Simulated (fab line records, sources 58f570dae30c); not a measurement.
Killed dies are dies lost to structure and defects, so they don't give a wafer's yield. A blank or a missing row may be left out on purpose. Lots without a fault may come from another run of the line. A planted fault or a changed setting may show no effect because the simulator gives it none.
One fault seen from 2 desks | flow berkeley_cmos170 | each desk has only its own numbers; what lay behind them comes last

THE METROLOGY DESK
What the gauges read, lot by lot, whatever tool the lot ran on: means of the sampled wafers that have a number. A lot is out of limits, marked OUT, if its mean lies more than 4 standard deviations from the usual mean; the brackets give that distance. Of its 11 readings 7 are shown: those that lie furthest out on some lot.
Columns: A = SILICIDE_TI_THK at UCB170_SILICIDE_THK_MEAS_03, usual 29.9 nm; B = CONTACT_PSG_THK at UCB170_CONTACT_THK_MEAS_02, usual 699 nm; C = cd_nm at UCB170_CONTACT_CD_MEAS_90, usual 700.0 nm; D = M1_AL_RS at UCB170_M1_RS_MEAS_01, usual 0.0485 ohm/sq; E = M1_AL_THK at UCB170_M1_THK_MEAS_02, usual 598 nm; F = cd_nm at UCB170_M1_CD_MEAS_09, usual 700.4 nm; G = cd_nm at UCB170_M1_CD_MEAS_90, usual 701.2 nm
lot  | first seen here | A    | B   | C     | D      | E   | F     | G
L494 | day 8 18:26     | 30.1 | 698 | 700.8 | 0.0484 | 601 | 702.5 | 705.8
L498 | day 9 08:43     | 30.5 | 700 | 698.4 | 0.0488 | 599 | 700.2 | 700.6
L500 | day 10 05:02    | 29.7 | 707 | 699.1 | 0.0478 | 611 | 701.4 | 700.7
L501 | day 10 05:17    | 29.9 | 702 | 699.1 | 0.0480 | 606 | 701.0 | 703.2
L509 | day 11 17:47    | 30.4 | 701 | 700.0 | 0.0484 | 593 | 700.7 | 700.4
L511 | day 12 23:26    | 30.1 | 689 | 700.0 | 0.0493 | 584 | 698.3 | 698.3
L514 | day 13 14:43    | 29.4 | 696 | 699.7 | 0.0484 | 601 | 701.3 | 700.0
This desk's finding: nothing out of limits on any of the 7 lots.

THE TOOL OWNER'S DESK: rtp_anneal-02
The tool's own readings at UCB170_CONTACT_RTA_08 (time 10 s): means of the sampled wafers that have a number, for each lot that ran on this tool. A lot is out of limits, marked OUT, if its mean lies more than 4 standard deviations from the usual mean; the brackets give that distance.
Columns: A = lamp_power_pct at UCB170_CONTACT_RTA_08, usual 26.4 %; B = wafer_temp_C_max at UCB170_CONTACT_RTA_08, usual 904.8
lot  | first seen here | A    | B
L498 | day 9 12:38     | 27.2 | 904.9
L500 | day 10 08:03    | 27.2 | 906.0
L501 | day 10 08:44    | 27.2 | 905.5
L514 | day 13 18:04    | 25.6 | 906.2
This desk's finding: nothing out of limits on any of the 4 lots.

PUT TOGETHER
The metrology desk saw nothing out of limits.
The tool owner's desk saw nothing out of limits.

WHAT THE SIMULATOR HAD PUT IN
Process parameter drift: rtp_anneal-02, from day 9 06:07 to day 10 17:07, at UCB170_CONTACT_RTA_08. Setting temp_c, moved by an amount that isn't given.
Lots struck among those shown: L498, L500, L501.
